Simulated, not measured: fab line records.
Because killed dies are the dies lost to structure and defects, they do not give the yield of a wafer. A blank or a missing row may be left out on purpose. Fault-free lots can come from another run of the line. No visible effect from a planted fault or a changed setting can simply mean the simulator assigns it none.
Split-lot study + flow berkeley cmos170 + on a route of 331 steps: 5 lots, 27 wafers read

ON THE SPLIT
At UCB170_V1_CVD_00 (deposits SiO2 from TEOS/O2, target thk 2000 nm, time 250 s), the setting time s was moved away from the recipe's 250 s on 12 of the 27 wafers read, by +15.1% to +57.0%. This setting was run at the recipe's value on the other wafers.

Split to reading: the file shows no intervening step.

THE READING
At UCB170_V1_THK_MEAS_01: V1_TEOS_THK, given in nm. A value of 2000 nm with a standard deviation of 24 nm is what fault-free wafers of this fab line usually give.

| wafer  | tool, chamber at the split | time s as run, s | against the recipe | V1_TEOS_THK, nm | against lot-mates on the recipe |
|--------|----------------------------|------------------|--------------------|-----------------|---------------------------------|
| L076.1 | pecvd-02, 0                | 392.4            | +57.0%             | 3107            | +1123                           |
| L076.2 | pecvd-02, 2                | 250              | recipe             | 1977            | -                               |
| L076.3 | pecvd-02, 1                | 250              | recipe             | 1970            | -                               |
| L076.4 | pecvd-02, 0                | 392.4            | +57.0%             | 3181            | +1197                           |
| L076.5 | pecvd-02, 2                | 250              | recipe             | 2004            | -                               |
| L076.6 | pecvd-02, 1                | 392.4            | +57.0%             | 3148            | +1164                           |
| L078.2 | pecvd-01, 1                | 250              | recipe             | 1974            | -                               |
| L078.3 | pecvd-01, 0                | 250              | recipe             | 1940            | -                               |
| L078.5 | pecvd-01, 2                | 250              | recipe             | 1975            | -                               |
| L081.1 | pecvd-03, 0                | 287.7            | +15.1%             | 2286            | +279                            |
| L081.2 | pecvd-03, 1                | 287.7            | +15.1%             | 2301            | +294                            |
| L081.3 | pecvd-03, 2                | 250              | recipe             | 2001            | -                               |
| L081.4 | pecvd-03, 0                | 287.7            | +15.1%             | 2328            | +321                            |
| L081.5 | pecvd-03, 2                | 250              | recipe             | 2016            | -                               |
| L081.6 | pecvd-03, 1                | 250              | recipe             | 2005            | -                               |
| L084.1 | pecvd-01, 0                | 349.1            | +39.6%             | 2752            | +752                            |
| L084.2 | pecvd-01, 2                | 250              | recipe             | 1984            | -                               |
| L084.3 | pecvd-01, 1                | 349.1            | +39.6%             | 2777            | +777                            |
| L084.4 | pecvd-01, 2,1              | 250              | recipe             | 2008            | -                               |
| L084.5 | pecvd-01, 2,1              | 250              | recipe             | 2008            | -                               |
| L084.6 | pecvd-01, 0                | 349.1            | +39.6%             | 2810            | +810                            |
| L082.1 | pecvd-02, 1                | 250              | recipe             | 1987            | -                               |
| L082.2 | pecvd-02, 2                | 294.4            | +17.8%             | 2334            | +315                            |
| L082.3 | pecvd-02, 0                | 250              | recipe             | 2018            | -                               |
| L082.4 | pecvd-02, 2                | 294.4            | +17.8%             | 2377            | +358                            |
| L082.5 | pecvd-02, 0                | 250              | recipe             | 2051            | -                               |
| L082.6 | pecvd-02, 1                | 294.4            | +17.8%             | 2368            | +349                            |
Where a row lists several chambers, the file gives one row for several wafers and doesn't say which wafer went through which chamber.

FIT RESULTS
A straight line over all 27 wafers: V1_TEOS_THK changes by +20.1 nm for each +1% of time s; r = +1.00; the points scatter about the line by 26 nm.
The same after taking each lot's own level away (the mean of its wafers on the recipe; 27 wafers): +20.2 nm for each +1%; r = +1.00; scatter 23 nm.
Per that fit: largest time s move, reading shift of 1.1e+03 nm.
The lots' own levels span 1963.0 to 2018.7 nm, that is 2.3 times the standard deviation above.
The two slopes agree, so the slope changes little with the lot-to-lot level.
Check: for one of the wafers moved furthest among these (+57.0%), held out of the fit, the line's prediction against its lot-mates is +1.15e+03 nm. Against them it came out at +1.12e+03 nm.

OTHER SPLITS ON THESE WAFERS
These wafers also went through other splits before the reading. Each is held against what the fit with the lots' levels taken away leaves over:
| other split on the same wafers   | wafers away from the commonest value | r with V1_TEOS_THK (lot level and that fit taken away) |
|----------------------------------|--------------------------------------|--------------------------------------------------------|
| UCB170_FIELD_WET_ETCH_05 time s  | 18                                   | +0.14                                                  |
| UCB170_SPACER_ETCHBACK_03 time s | 6                                    | +0.03                                                  |

THE WHOLE CHAIN: every reading that the file lists as answering this split, in the file's order
| step                  | what it does                                               | reading                                                                   | change (the file's fit)              | r (the file's) |
|-----------------------|------------------------------------------------------------|---------------------------------------------------------------------------|--------------------------------------|----------------|
| UCB170_V1_CVD_00      | deposits SiO2 from TEOS/O2, target thk 2000 nm, time 250 s | SiO2_of_V1_CVD_00.thk nm (the simulator's own value, which no gauge read) | +20.1 nm for each +1% of the setting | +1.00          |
| UCB170_V1_THK_MEAS_01 |                                                            | V1_TEOS_THK                                                               | +20.1 for each +1% of the setting    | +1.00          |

THE FILE'S OWN FIT
V1_TEOS_THK changes by +20.1 nm for each +1% of time s, r = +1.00.
